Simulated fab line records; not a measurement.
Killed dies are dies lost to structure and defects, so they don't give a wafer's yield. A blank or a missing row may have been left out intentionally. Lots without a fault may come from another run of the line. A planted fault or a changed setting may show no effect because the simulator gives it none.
Which of the tools did it? | flow rit_cmos | 7 lots with 21 wafers sampled at 2 steps, on a route of 202 steps

WHAT THE GAUGES READ, wafer by wafer
RIT_NSD_OVL_MEAS_06.
lot  | measured    | on         | NSD_OVL (nm)
L582 | day 3 04:25 | overlay-02 | -0.6 -1.1 -0.9
L584 | day 3 15:13 | overlay-01 | -0.2 -0.6 -0.5
L593 | day 5 11:37 | overlay-02 | -0.6 -1.3 -1.4
L597 | day 6 06:26 | overlay-01 | 1.1 1.7 0.2
L599 | day 6 17:46 | overlay-02 | -3.1 -1.1 -2.4
L601 | day 7 06:01 | overlay-01 | -0.9 -1.2 -1.5
L604 | day 7 20:30 | overlay-01 | 0.4 0.9 -1.0

TOOL THAT RAN EACH LOT (tool first, then ch and the chambers of the sampled wafers, then the start)
lot  | RIT_NRETRO_STRIP_09
L582 | plasma_asher-01 ch 0,1, day 2 11:35
L584 | plasma_asher-02 ch 0,1, day 2 20:38
L593 | plasma_asher-03 ch 1, day 4 18:42
L597 | plasma_asher-03 ch 0,1, day 5 13:47
L599 | plasma_asher-02 ch 0,1, day 6 00:17
L601 | plasma_asher-03 ch 0,1, day 6 09:14
L604 | plasma_asher-02 ch 0,1, day 7 03:07
- RIT_NRETRO_STRIP_09: strips in O2, time 180 s.

THE ANSWER, worked out from the rows above alone
Rule: the lots themselves supply what counts as usual. Put in order of their means at a reading, lots are off if they are a third of the lots or fewer, leave a main group of 4 or more, and stand apart from it by a gap of 3 or more times the standard deviation of the main group's means; of several such gaps the widest counts. If all means in a main group match to the digits the tables above print for the reading, that group is not used. A lot without any number at a reading at which 4 lots or more have one is off too. Any other lot the step has rows for is counted as sound.
None of the lots is off at any reading shown; this tells nothing.

WHAT THE SIMULATOR PUT IN
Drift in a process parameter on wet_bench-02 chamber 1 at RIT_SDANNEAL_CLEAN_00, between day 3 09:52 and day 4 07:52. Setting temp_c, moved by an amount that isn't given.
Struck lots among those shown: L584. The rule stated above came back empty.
